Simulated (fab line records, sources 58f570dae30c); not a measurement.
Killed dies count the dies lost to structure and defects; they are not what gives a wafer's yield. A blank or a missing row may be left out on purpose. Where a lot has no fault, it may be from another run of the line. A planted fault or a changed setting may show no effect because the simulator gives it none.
Which of the tools did it? / flow berkeleyCmos170 / 15 lots, 45 wafers sampled, at 6 steps of a route of 331

## WHAT EACH GAUGE READ, for each wafer
UCB170_START_THK_MEAS_03.
lot=L828; measured=day 2 06:19; on=filmMetro-02; START_OXIDE_THK (nm)=20.4 20.1 20.2
lot=L829; measured=day 2 10:33; on=filmMetro-03; START_OXIDE_THK (nm)=20.0 20.0 19.9
lot=L831; measured=day 2 19:43; on=filmMetro-02; START_OXIDE_THK (nm)=20.5 20.6 21.0
lot=L832; measured=day 3 01:21; on=filmMetro-04; START_OXIDE_THK (nm)=19.8 19.9 19.7
lot=L833; measured=day 3 07:02; on=filmMetro-03; START_OXIDE_THK (nm)=19.6 19.3 19.6
lot=L834; measured=day 3 12:32; on=filmMetro-03; START_OXIDE_THK (nm)=19.3 19.2 19.4
lot=L835; measured=day 3 17:10; on=filmMetro-03; START_OXIDE_THK (nm)=20.1 20.0 20.2
lot=L836; measured=day 3 22:10; on=filmMetro-03; START_OXIDE_THK (nm)=20.6 20.9 20.7
lot=L837; measured=day 4 01:32; on=filmMetro-04; START_OXIDE_THK (nm)=20.2 20.0 19.8
lot=L838; measured=day 4 07:53; on=filmMetro-04; START_OXIDE_THK (nm)=20.9 21.0 21.4
lot=L840; measured=day 4 14:45; on=filmMetro-03; START_OXIDE_THK (nm)=20.1 20.2 20.3
lot=L839; measured=day 4 14:46; on=filmMetro-04; START_OXIDE_THK (nm)=20.5 20.4 20.7
lot=L841; measured=day 4 20:45; on=filmMetro-03; START_OXIDE_THK (nm)=20.2 20.2 20.1
lot=L842; measured=day 5 01:04; on=filmMetro-04; START_OXIDE_THK (nm)=20.8 21.0 20.7
lot=L845; measured=day 5 16:10; on=filmMetro-04; START_OXIDE_THK (nm)=19.8 19.8 20.2

UCB170_ACTIVE_THK_MEAS_06.
lot=L828; measured=day 4 20:51; on=filmMetro-04; ACTIVE_NITRIDE_THK (nm)=219.6 217.9 218.4
lot=L829; measured=day 5 02:32; on=filmMetro-03; ACTIVE_NITRIDE_THK (nm)=218.9 219.4 216.5
lot=L831; measured=day 5 02:32; on=filmMetro-02; ACTIVE_NITRIDE_THK (nm)=219.6 219.9 218.4
lot=L832; measured=day 5 12:25; on=filmMetro-03; ACTIVE_NITRIDE_THK (nm)=219.6 219.5 218.9
lot=L833; measured=day 5 12:28; on=filmMetro-02; ACTIVE_NITRIDE_THK (nm)=219.1 223.4 221.9
lot=L834; measured=day 5 23:40; on=filmMetro-02; ACTIVE_NITRIDE_THK (nm)=220.9 221.5 219.8
lot=L835; measured=day 5 23:40; on=filmMetro-04; ACTIVE_NITRIDE_THK (nm)=220.7 222.7 219.9
lot=L836; measured=day 6 05:21; on=filmMetro-02; ACTIVE_NITRIDE_THK (nm)=223.7 224.2 223.0
lot=L837; measured=day 6 05:22; on=filmMetro-03; ACTIVE_NITRIDE_THK (nm)=220.4 219.4 219.7
lot=L838; measured=day 7 00:28; on=filmMetro-03; ACTIVE_NITRIDE_THK (nm)=229.2 264.3 277.7
lot=L840; measured=day 7 00:29; on=filmMetro-04; ACTIVE_NITRIDE_THK (nm)=236.6 243.0 276.3
lot=L839; measured=day 7 00:30; on=filmMetro-02; ACTIVE_NITRIDE_THK (nm)=257.0 270.2 280.1
lot=L841; measured=day 7 08:40; on=filmMetro-02; ACTIVE_NITRIDE_THK (nm)=219.5 220.3 218.6
lot=L842; measured=day 7 08:43; on=filmMetro-04; ACTIVE_NITRIDE_THK (nm)=225.4 225.6 225.0
lot=L845; measured=day 8 05:00; on=filmMetro-02; ACTIVE_NITRIDE_THK (nm)=221.3 219.6 220.0

UCB170_M3_BOW_MEAS_20.
lot=L828; measured=day 8 12:14; on=filmMetro-03; M3_BOW (um)=33 31 32
lot=L829; measured=day 8 12:47; on=filmMetro-02; M3_BOW (um)=38 35 36
lot=L831; measured=day 8 11:50; on=filmMetro-02; M3_BOW (um)=42 30 26
lot=L832; measured=day 8 16:53; on=filmMetro-02; M3_BOW (um)=28 50 38
lot=L833; measured=day 8 17:01; on=filmMetro-04; M3_BOW (um)=34 35 36
lot=L834; measured=day 9 04:41; on=filmMetro-03; M3_BOW (um)=40 39 32
lot=L835; measured=day 9 07:45; on=filmMetro-02; M3_BOW (um)=45 32 31
lot=L836; measured=day 9 15:33; on=filmMetro-04; M3_BOW (um)=39 33 29
lot=L837; measured=day 9 15:53; on=filmMetro-03; M3_BOW (um)=32 33 31
lot=L838; measured=day 10 14:11; on=filmMetro-02; M3_BOW (um)=34
lot=L840; measured=day 10 14:23; on=filmMetro-04; M3_BOW (um)=31
lot=L841; measured=day 11 06:11; on=filmMetro-02; M3_BOW (um)=35 28 44
lot=L842; measured=day 11 06:26; on=filmMetro-03; M3_BOW (um)=16 45 46
lot=L845; measured=day 11 22:29; on=filmMetro-04; M3_BOW (um)=32 37 35

## TOOL THAT RAN EACH LOT (tool first, then ch and the chambers of the sampled wafers, then the start)
lot=L828; UCB170_ZERO_ETCH_06=rieDiel-04 ch 0,1,3, day 2 13:21; UCB170_ACTIVE_CVD_05=lpcvd-02 ch 0, day 4 18:55; UCB170_ACTIVE_ETCH_15=rieDiel-03 ch 1,2,3, day 4 22:03
lot=L829; UCB170_ZERO_ETCH_06=rieDiel-04 ch 2,3, day 2 17:01; UCB170_ACTIVE_CVD_05=lpcvd-02 ch 0, day 5 00:34; UCB170_ACTIVE_ETCH_15=rieDiel-04 ch 0,1,3, day 5 04:34
lot=L831; UCB170_ZERO_ETCH_06=rieDiel-04 ch 0,2, day 3 00:49; UCB170_ACTIVE_CVD_05=lpcvd-02 ch 1, day 5 00:34; UCB170_ACTIVE_ETCH_15=rieDiel-03 ch 0,1,3, day 5 05:04
lot=L832; UCB170_ZERO_ETCH_06=rieDiel-04 ch 1,2,3, day 3 05:01; UCB170_ACTIVE_CVD_05=lpcvd-01 ch 1, day 5 10:28; UCB170_ACTIVE_ETCH_15=rieDiel-04 ch 0,3, day 5 13:46
lot=L833; UCB170_ZERO_ETCH_06=rieDiel-03 ch 0,2,3, day 3 12:45; UCB170_ACTIVE_CVD_05=lpcvd-01 ch 0, day 5 10:28; UCB170_ACTIVE_ETCH_15=rieDiel-03 ch 2,3, day 5 14:05
lot=L834; UCB170_ZERO_ETCH_06=rieDiel-04 ch 0,2,3, day 3 19:47; UCB170_ACTIVE_CVD_05=lpcvd-01 ch 0, day 5 20:47; UCB170_ACTIVE_ETCH_15=rieDiel-03 ch 0,1,3, day 6 01:13
lot=L835; UCB170_ZERO_ETCH_06=rieDiel-03 ch 0,2,3, day 3 21:28; UCB170_ACTIVE_CVD_05=lpcvd-01 ch 1, day 5 20:47; UCB170_ACTIVE_ETCH_15=rieDiel-01 ch 0,3, day 6 01:03
lot=L836; UCB170_ZERO_ETCH_06=rieDiel-03 ch 0,1,3, day 4 01:06; UCB170_ACTIVE_CVD_05=lpcvd-01 ch 1, day 6 03:25; UCB170_ACTIVE_ETCH_15=rieDiel-01 ch 1,3, day 6 07:34
lot=L837; UCB170_ZERO_ETCH_06=rieDiel-03 ch 0,1, day 4 06:05; UCB170_ACTIVE_CVD_05=lpcvd-01 ch 0, day 6 03:25; UCB170_ACTIVE_ETCH_15=rieDiel-03 ch 0,1,3, day 6 07:43
lot=L838; UCB170_ZERO_ETCH_06=rieDiel-02 ch 1,2,3, day 4 15:22; UCB170_ACTIVE_CVD_05=lpcvd-01 ch 0, day 6 22:34; UCB170_ACTIVE_ETCH_15=rieDiel-03 ch 1,2,3, day 7 01:40
lot=L840; UCB170_ZERO_ETCH_06=rieDiel-04 ch 0,1, day 4 18:56; UCB170_ACTIVE_CVD_05=lpcvd-01 ch 0, day 6 22:34; UCB170_ACTIVE_ETCH_15=rieDiel-01 ch 1,2,3, day 7 02:23
lot=L839; UCB170_ZERO_ETCH_06=rieDiel-03 ch 0,2,3, day 4 18:41; UCB170_ACTIVE_CVD_05=lpcvd-01 ch 1, day 6 22:34; UCB170_ACTIVE_ETCH_15=rieDiel-04 ch 2,3, day 7 02:14
lot=L841; UCB170_ZERO_ETCH_06=rieDiel-02 ch 0,3, day 5 00:58; UCB170_ACTIVE_CVD_05=lpcvd-02 ch 0, day 7 06:44; UCB170_ACTIVE_ETCH_15=rieDiel-03 ch 2,3, day 7 09:42
lot=L842; UCB170_ZERO_ETCH_06=rieDiel-04 ch 0,3, day 5 06:08; UCB170_ACTIVE_CVD_05=lpcvd-02 ch 0, day 7 06:44; UCB170_ACTIVE_ETCH_15=rieDiel-01 ch 0,1, day 7 09:59
lot=L845; UCB170_ZERO_ETCH_06=rieDiel-04 ch 2,3, day 5 22:19; UCB170_ACTIVE_CVD_05=lpcvd-02 ch 0, day 8 03:04; UCB170_ACTIVE_ETCH_15=rieDiel-04 ch 2,3, day 8 06:59
- UCB170_ZERO_ETCH_06: etches SiO2 in CHF3/CF4/Ar, time 11.75 s.
- UCB170_ACTIVE_CVD_05: deposits Si3N4 from SiH2Cl2/NH3, target thk 220 nm, time 3300 s.
- UCB170_ACTIVE_ETCH_15: etches Si3N4 in CH3F/Ar/O2, stops on SiO2, target depth 242 nm, time 151 s.

## AS READ BY THE TOOLS THEMSELVES (means over the sampled wafers that have a number; for cases with no such wafer, the mark the record gives instead)
UCB170_ZERO_ETCH_06.
lot=L828; tool=rieDiel-04; drypumpMotorCurrentA (A)=5.1; oesProductAu (a.u.)=0.622; throttleValvePct (%)=9.32
lot=L829; tool=rieDiel-04; drypumpMotorCurrentA (A)=5.5; oesProductAu (a.u.)=0.620; throttleValvePct (%)=9.32
lot=L831; tool=rieDiel-04; drypumpMotorCurrentA (A)=5.3; oesProductAu (a.u.)=0.621; throttleValvePct (%)=9.34
lot=L832; tool=rieDiel-04; drypumpMotorCurrentA (A)=5.3; oesProductAu (a.u.)=0.618; throttleValvePct (%)=9.35
lot=L833; tool=rieDiel-03; drypumpMotorCurrentA (A)=6.0; oesProductAu (a.u.)=0.626; throttleValvePct (%)=9.38
lot=L834; tool=rieDiel-04; drypumpMotorCurrentA (A)=5.3; oesProductAu (a.u.)=0.622; throttleValvePct (%)=9.29
lot=L835; tool=rieDiel-03; drypumpMotorCurrentA (A)=6.0; oesProductAu (a.u.)=0.624; throttleValvePct (%)=9.39
lot=L836; tool=rieDiel-03; drypumpMotorCurrentA (A)=5.7; oesProductAu (a.u.)=0.615; throttleValvePct (%)=9.30
lot=L837; tool=rieDiel-03; drypumpMotorCurrentA (A)=5.7; oesProductAu (a.u.)=0.607; throttleValvePct (%)=9.28
lot=L838; tool=rieDiel-02; drypumpMotorCurrentA (A)=5.8; oesProductAu (a.u.)=0.615; throttleValvePct (%)=9.25
lot=L840; tool=rieDiel-04; drypumpMotorCurrentA (A)=5.1; oesProductAu (a.u.)=0.620; throttleValvePct (%)=9.37
lot=L839; tool=rieDiel-03; drypumpMotorCurrentA (A)=6.1; oesProductAu (a.u.)=0.625; throttleValvePct (%)=9.39
lot=L841; tool=rieDiel-02; drypumpMotorCurrentA (A)=5.5; oesProductAu (a.u.)=0.633; throttleValvePct (%)=9.28
lot=L842; tool=rieDiel-04; drypumpMotorCurrentA (A)=5.1; oesProductAu (a.u.)=0.624; throttleValvePct (%)=9.28
lot=L845; tool=rieDiel-04; drypumpMotorCurrentA (A)=5.5; oesProductAu (a.u.)=0.619; throttleValvePct (%)=9.32

UCB170_ACTIVE_CVD_05.
lot=L828; tool=lpcvd-02; pressureMtorr (mTorr)=199.5; spikeTcCentreC (C)=800.8; zonePowerCentrePct (%)=31
lot=L829; tool=lpcvd-02; pressureMtorr (mTorr)=200.2; spikeTcCentreC (C)=801.8; zonePowerCentrePct (%)=31
lot=L831; tool=lpcvd-02; pressureMtorr (mTorr)=199.5; spikeTcCentreC (C)=801.0; zonePowerCentrePct (%)=36
lot=L832; tool=lpcvd-01; pressureMtorr (mTorr)=199.7; spikeTcCentreC (C)=803.0; zonePowerCentrePct (%)=39
lot=L833; tool=lpcvd-01; pressureMtorr (mTorr)=199.6; spikeTcCentreC (C)=805.0; zonePowerCentrePct (%)=34
lot=L834; tool=lpcvd-01; pressureMtorr (mTorr)=200.1; spikeTcCentreC (C)=805.5; zonePowerCentrePct (%)=34
lot=L835; tool=lpcvd-01; pressureMtorr (mTorr)=199.8; spikeTcCentreC (C)=801.9; zonePowerCentrePct (%)=39
lot=L836; tool=lpcvd-01; pressureMtorr (mTorr)=199.0; spikeTcCentreC (C)=801.8; zonePowerCentrePct (%)=39
lot=L837; tool=lpcvd-01; pressureMtorr (mTorr)=199.8; spikeTcCentreC (C)=803.4; zonePowerCentrePct (%)=34
lot=L838; tool=lpcvd-01; pressureMtorr (mTorr)=200.1; spikeTcCentreC (C)=832.9; zonePowerCentrePct (%)=44
lot=L840; tool=lpcvd-01; pressureMtorr (mTorr)=199.5; spikeTcCentreC (C)=830.9; zonePowerCentrePct (%)=44
lot=L839; tool=lpcvd-01; pressureMtorr (mTorr)=200.0; spikeTcCentreC (C)=830.1; zonePowerCentrePct (%)=50
lot=L841; tool=lpcvd-02; pressureMtorr (mTorr)=199.8; spikeTcCentreC (C)=802.1; zonePowerCentrePct (%)=31
lot=L842; tool=lpcvd-02; pressureMtorr (mTorr)=200.1; spikeTcCentreC (C)=801.6; zonePowerCentrePct (%)=31
lot=L845; tool=lpcvd-02; pressureMtorr (mTorr)=200.6; spikeTcCentreC (C)=801.2; zonePowerCentrePct (%)=31

UCB170_ACTIVE_ETCH_15.
lot=L828; tool=rieDiel-03; drypumpMotorCurrentA (A)=5.9; oesProductAu (a.u.)=0.928; throttleValvePct (%)=8.17
lot=L829; tool=rieDiel-04; drypumpMotorCurrentA (A)=5.1; oesProductAu (a.u.)=0.933; throttleValvePct (%)=8.14
lot=L831; tool=rieDiel-03; drypumpMotorCurrentA (A)=5.8; oesProductAu (a.u.)=0.932; throttleValvePct (%)=8.11
lot=L832; tool=rieDiel-04; drypumpMotorCurrentA (A)=5.1; oesProductAu (a.u.)=0.943; throttleValvePct (%)=8.08
lot=L833; tool=rieDiel-03; drypumpMotorCurrentA (A)=6.3; oesProductAu (a.u.)=0.953; throttleValvePct (%)=8.25
lot=L834; tool=rieDiel-03; drypumpMotorCurrentA (A)=5.7; oesProductAu (a.u.)=0.934; throttleValvePct (%)=8.11
lot=L835; tool=rieDiel-01; drypumpMotorCurrentA (A)=5.7; oesProductAu (a.u.)=0.933; throttleValvePct (%)=7.92
lot=L836; tool=rieDiel-01; drypumpMotorCurrentA (A)=5.9; oesProductAu (a.u.)=0.958; throttleValvePct (%)=8.03
lot=L837; tool=rieDiel-03; drypumpMotorCurrentA (A)=5.7; oesProductAu (a.u.)=0.928; throttleValvePct (%)=8.11
lot=L838; tool=rieDiel-03; drypumpMotorCurrentA (A)=5.9; oesProductAu (a.u.)=0.979; throttleValvePct (%)=8.17
lot=L840; tool=rieDiel-01; drypumpMotorCurrentA (A)=5.7; oesProductAu (a.u.)=1.005; throttleValvePct (%)=8.07
lot=L839; tool=rieDiel-04; drypumpMotorCurrentA (A)=5.5; oesProductAu (a.u.)=0.998; throttleValvePct (%)=8.12
lot=L841; tool=rieDiel-03; drypumpMotorCurrentA (A)=6.3; oesProductAu (a.u.)=0.949; throttleValvePct (%)=8.24
lot=L842; tool=rieDiel-01; drypumpMotorCurrentA (A)=5.7; oesProductAu (a.u.)=0.947; throttleValvePct (%)=7.93
lot=L845; tool=rieDiel-04; drypumpMotorCurrentA (A)=5.4; oesProductAu (a.u.)=0.940; throttleValvePct (%)=8.06

## THE ANSWER, worked out from the rows above alone
Rule: what is usual is taken from the lots themselves. The widest of any qualifying gaps counts: lots, ordered by their means at a reading, are off when they make up no more than a third of the lots, leave a main group of 4 or more, and stand apart from it by 3 or more times the standard deviation of that group's means. The tables above print the reading to a certain number of digits; a main group whose means all agree to those digits is not used. A lot without any number at a reading at which 4 lots or more have one is off too. The other lots that the step has rows for count as sound. First the gauges in route order, then the tools' own readings, where a lot's mean is used as printed above. The first step at which some lot is off is used, and at that step the reading that is off furthest; a lot without a number counts as furthest.
Off: L838, L840, L839, at UCB170_ACTIVE_THK_MEAS_06 (ACTIVE_NITRIDE_THK). Main group: mean 220.6 nm, sd 2.
If a tool, at a process step before that reading, ran all the lots that are off and no sound lot after the first of them, it fits. Not tried: the gauges at UCB170_ACTIVE_THK_MEAS_06; whatever is off there is also off at UCB170_ACTIVE_CVD_05, on other tools, and gauge error can't account for it. One fits: UCB170_ACTIVE_CVD_05 on lpcvd-01. A fault onset in the window from L836 (day 6 03:25, its last sound lot) to L838 (day 6 22:34, its first lot off) fits.
On the lots that are off, the tool's own readings at UCB170_ACTIVE_CVD_05 differ by more than 5 times the standard deviation of the sound lots' means, which bears it out; spikeTcCentreC reads 831.3 C there versus 802.4 C on the sound lots.

## WHAT THE SIMULATOR HAD PUT IN
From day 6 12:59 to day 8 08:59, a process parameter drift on lpcvd-01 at UCB170_ACTIVE_CVD_05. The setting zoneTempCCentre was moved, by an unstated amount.
Shown lots that were struck: L838, L840, L839. Same finding as the rule above.
